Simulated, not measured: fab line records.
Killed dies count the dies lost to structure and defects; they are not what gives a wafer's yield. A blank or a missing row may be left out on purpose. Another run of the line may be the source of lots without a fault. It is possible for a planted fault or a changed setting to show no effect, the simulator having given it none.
Which tool did it?    flow berkeleyCmos170    14 lots with 42 wafers sampled at 4 steps, on a route of 331 steps

## WHAT EACH GAUGE READ, for each wafer
UCB170_M2_CD_MEAS_15: the cd target is 700 nm. Usual: cdNm at 700.3 nm, with a standard deviation of 1.4.
lot   measured      on        cdNm (nm)          flag
L218  day 8 08:14   cdSem-02  702.2 701.4 701.1  
L219  day 8 23:26   cdSem-02  704.3 704.5 703.4  
L220  day 8 23:44   cdSem-02  701.3 701.2 702.1  
L222  day 9 08:56   cdSem-02  699.1 700.9 698.5  
L223  day 9 10:11   cdSem-02  701.8 702.5 702.3  
L224  day 9 23:50   cdSem-01  701.4 702.1 701.5  
L225  day 9 23:58   cdSem-01  700.9 698.6 700.3  
L227  day 10 16:52  cdSem-01  699.4 699.4 699.4  
L232  day 11 18:10  cdSem-02  701.0 701.9 701.2  
L234  day 11 20:50  cdSem-01  700.7 698.9 699.6  
L237  day 12 20:29  cdSem-01  701.0 701.2 699.8  
L238  day 13 06:29  cdSem-02  701.3 700.9 701.0  
L241  day 13 20:55  cdSem-02  698.2 698.6 699.0  
L240  day 13 23:57  cdSem-01  701.2 701.0 701.3  

UCB170_V2_THK_MEAS_01. Usual: V2_TEOS_THK gives 1987 nm (standard deviation 23).
lot   measured      on            V2_TEOS_THK (nm)  flag
L218  day 8 09:11   filmMetro-02  1988 1963 2004    
L219  day 9 00:11   filmMetro-02  1966 1941 1961    
L220  day 9 00:39   filmMetro-02  1988 2012 1991    
L222  day 9 09:42   filmMetro-02  2005 1978 2006    
L223  day 9 11:07   filmMetro-01  1975 2030 2019    
L224  day 10 00:35  filmMetro-01  1975 1997 2034    
L225  day 10 00:45  filmMetro-02  1957 2007 2001    
L227  day 10 17:36  filmMetro-02  1958 1995 2026    
L232  day 11 18:55  filmMetro-02  1971 1975 1996    
L234  day 11 21:34  filmMetro-01  1962 2000 1970    
L237  day 12 21:15  filmMetro-01  1968 1996 1978    
L238  day 13 07:15  filmMetro-04  1973 1968 1960    
L241  day 13 21:40  filmMetro-01  1975 2001 1993    
L240  day 14 00:43  filmMetro-02  1981 1934 1978    

UCB170_V2_CD_MEAS_90: the cd target is 700 nm. Usual: cdNm at 699.9 nm, with a standard deviation of 1.6.
lot   measured      on        cdNm (nm)          flag
L218  day 8 11:19   cdSem-01  700.1 700.3 699.8  
L219  day 9 02:25   cdSem-01  698.1 698.9 698.5  
L220  day 9 02:50   cdSem-01  703.1 703.1 701.5  
L222  day 9 11:41   cdSem-01  697.5 697.5 698.5  
L223  day 9 13:15   cdSem-01  699.2 698.8 699.7  
L224  day 10 02:57  cdSem-02  702.1 701.1 701.6  
L225  day 10 03:14  cdSem-02  697.9 698.7 696.9  
L227  day 10 19:46  cdSem-02  698.6 698.9 697.9  
L232  day 11 22:01  cdSem-01  702.4 701.6 703.1  
L234  day 11 23:50  cdSem-01  699.1 699.8 699.2  
L237  day 12 23:35  cdSem-02  698.9 700.0 700.7  
L238  day 13 09:16  cdSem-01  699.3 702.4 701.0  
L241  day 13 23:40  cdSem-02  699.1 698.6 699.1  
L240  day 14 03:27  cdSem-02  700.3 701.7 701.4  

## EACH LOT AND THE TOOL THAT RAN IT (in order: tool; ch and the chambers of the sampled wafers; start)
lot   UCB170_PVT_STRIP_08
L218  plasmaAsher-04 ch 0,1, day 6 07:24
L219  plasmaAsher-04 ch 0,1, day 6 20:29
L220  plasmaAsher-03 ch 0,1, day 6 21:46
L222  plasmaAsher-04 ch 0,1, day 7 10:08
L223  plasmaAsher-03 ch 0,1, day 7 10:18
L224  plasmaAsher-03 ch 0,1, day 7 23:07
L225  plasmaAsher-03 ch 0,1, day 8 01:56
L227  plasmaAsher-03 ch 0,1, day 8 15:26
L232  plasmaAsher-03 ch 0, day 9 20:12
L234  plasmaAsher-03 ch 0,1, day 9 20:31
L237  plasmaAsher-04 ch 0,1, day 10 16:30
L238  plasmaAsher-02 ch 0,1, day 11 08:13
L241  plasmaAsher-02 ch 0,1, day 11 20:31
L240  plasmaAsher-04 ch 0,1, day 11 21:23
- UCB170_PVT_STRIP_08: strips in O2.

## WHAT THE TOOLS THEMSELVES READ (means of the sampled wafers that have a number; where no wafer has one, the mark that the record gives instead)
UCB170_PVT_STRIP_08. Usual: drypumpMotorCurrentA 5.9 A, standard deviation 0.45; oesProductAu 0.734 a.u., standard deviation 0.0045; stripTimeToEndpointS 21.62 s, standard deviation 0.064.
lot   tool            drypumpMotorCurrentA (A)  oesProductAu (a.u.)  stripTimeToEndpointS (s)  flag
L218  plasmaAsher-04  5.4                       0.734                21.61                     
L219  plasmaAsher-04  5.3                       0.737                21.50                     
L220  plasmaAsher-03  5.9                       0.735                21.66                     
L222  plasmaAsher-04  5.3                       0.738                21.68                     
L223  plasmaAsher-03  5.9                       0.734                21.70                     
L224  plasmaAsher-03  6.1                       0.734                21.58                     
L225  plasmaAsher-03  6.0                       0.734                21.61                     
L227  plasmaAsher-03  6.0                       0.734                21.59                     
L232  plasmaAsher-03  5.9                       0.736                21.63                     
L234  plasmaAsher-03  6.0                       0.732                21.60                     
L237  plasmaAsher-04  5.3                       0.734                21.53                     
L238  plasmaAsher-02  6.3                       0.727                21.69                     
L241  plasmaAsher-02  6.5                       0.733                21.60                     
L240  plasmaAsher-04  5.3                       0.731                21.68                     

## THE ANSWER, worked out from the rows above alone
Rule: a lot counts as off when the mean over its wafers that have a number is more than 3 standard deviations away from the usual mean. Also off: a lot with no number at a reading for which 4 or more lots have one. The other lots that the step has rows for count as sound. Order of review: gauges by route order, followed by the tools' own readings, for which a lot's mean as printed above is used. The first step at which some lot is off is used, and at that step the reading that is off furthest; a lot without a number counts as furthest.
No lot is off at any reading shown: from this, nothing can be told.

## WHAT THE SIMULATOR PUT IN
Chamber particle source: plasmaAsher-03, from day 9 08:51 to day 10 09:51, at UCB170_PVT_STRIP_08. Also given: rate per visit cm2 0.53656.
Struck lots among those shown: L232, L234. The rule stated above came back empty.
